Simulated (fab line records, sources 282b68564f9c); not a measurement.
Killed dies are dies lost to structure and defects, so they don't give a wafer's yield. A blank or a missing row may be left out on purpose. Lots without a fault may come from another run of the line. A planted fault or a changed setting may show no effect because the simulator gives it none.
A struck lot beside a sound one | flow rit_cmos | 15 steps out of a route of 202
Sound: wafers L525.3, L525.4, L525.6. Struck: wafers L527.1, L527.2, L527.6. The cause comes at the end.
At each step with rows: each side's tool, then ch and its chambers, then its first start. Under that, the readings that differ: sound wafers | struck wafers | difference of the means | sigmas: that difference in standard deviations of wafers without a fault.
alike: readings whose means differ by less than 2 such deviations, and words and numbers that are the same on both sides. not compared: withheld readings, readings that some wafer has no value for, bounds like >300 that may hide the same value, and numbers for which the record gives no deviation and whose values overlap.
The two part at a step that has a row with sigmas, a row that says differs or no value, or rows on one side only. Numbers that don't overlap but have no deviation are shown without sigmas and don't part them. A reading that every wafer of one side lacks parts them only if that side has two wafers or more.

first, 1 step without rows for these wafers: RIT_ACTIVE_DEVELOP_10 (develop time 50 s).
RIT_ACTIVE_CD_MEAS_11: target cd 1400 nm.
  sound on cd_sem-01, day 2 11:08; struck on cd_sem-02, day 2 22:01
  alike: cd_nm
then, 1 step without rows for these wafers: RIT_ACTIVE_HARDBAKE_12 (time 60 s).
RIT_ACTIVE_ETCH_13: etches Si3N4 in SF6, stops on SiO2, time 210 s, target depth 210 nm.
  sound on rie_diel-02 ch 1,2, day 2 11:22; struck on rie_diel-04 ch 0,1,3, day 2 22:20
  reading               | sound             | struck            | difference | sigmas
  oes_product_au (a.u.) | 0.844 0.831 0.836 | 0.808 0.809 0.785 | -0.036     | -3
  alike: drypump_motor_current_A, throttle_valve_pct
  not compared: rf_hours_counter_h
RIT_ACTIVE_STRIP_14: strips in O2, time 180 s.
  sound on plasma_asher-03 ch 0,1, day 2 11:34; struck on plasma_asher-01 ch 0,1, day 2 22:28
  reading                     | sound       | struck      | difference | sigmas
  drypump_motor_current_A (A) | 5.9 5.7 5.9 | 4.8 5.0 4.8 | -1.0       | -2
  not compared: rf_hours_counter_h
RIT_ACTIVE_CD_MEAS_90: target cd 1400 nm.
  sound on cd_sem-01, day 2 11:43; struck on cd_sem-02, day 2 22:39
  alike: cd_nm
then, 4 steps without rows for these wafers: RIT_ACTIVE_CLEAN_15 (cleans in SC1, time 575.9 s); RIT_ACTIVE_CLEAN_16 (cleans in dHF, time 30 s); RIT_ACTIVE_CLEAN_17 (cleans in SC2, time 600 s); RIT_FOX1_OXIDATION_00 (target thk 350.7 nm, ox time 1130 s).
RIT_FOX1_THK_MEAS_01:
  sound on film_metro-03, day 2 16:34; struck on film_metro-01, day 3 01:23
  alike: FOX1_OXIDE_THK
then, 1 step without rows for these wafers: RIT_FOX1_WET_ETCH_02 (etches SiO2 in BOE, target depth 350 nm, time 390 s).
RIT_FOX2_OXIDATION_00: target thk 350.7 nm, ox time 1130 s.
  sound on furnace-01 ch 0, day 2 18:41; struck on furnace-03 ch 0, day 3 01:34
  reading                | sound                | struck               | difference | sigmas
  spike_tc_centre_C (C)  | 1102.4 1099.6 1101.7 | 1098.1 1097.5 1096.5 | -3.9       | -3
  spike_tc_load_C (C)    | 1127.7 1130.1 1128.0 | 1122.8 1124.0 1123.8 | -5.1       | -5
  spike_tc_source_C (C)  | 1127.3 1125.6 1127.7 | 1120.7 1119.0 1119.6 | -7.1       | -5
  tube_center_temp_C (C) | 1099.9 1100 1100.1   | 1093.9 1094 1094     | -6.0       | -63
  tube_center_temp_C_max | 1102.8 1102.4 1102.1 | 1097.0 1097.0 1096.5 | -5.6       | -12
RIT_FOX2_THK_MEAS_01:
  sound on film_metro-04, day 2 20:01; struck on film_metro-03, day 3 02:52
  alike: FOX2_OXIDE_THK
RIT_M1_PROBE_99:
  the record has rows for the struck wafers here (prober-02, day 4 18:46) and none for the sound ones

WHERE THEY PART
First at RIT_ACTIVE_ETCH_13; last, within this record, at RIT_M1_PROBE_99.

WHY: what the simulator had put in
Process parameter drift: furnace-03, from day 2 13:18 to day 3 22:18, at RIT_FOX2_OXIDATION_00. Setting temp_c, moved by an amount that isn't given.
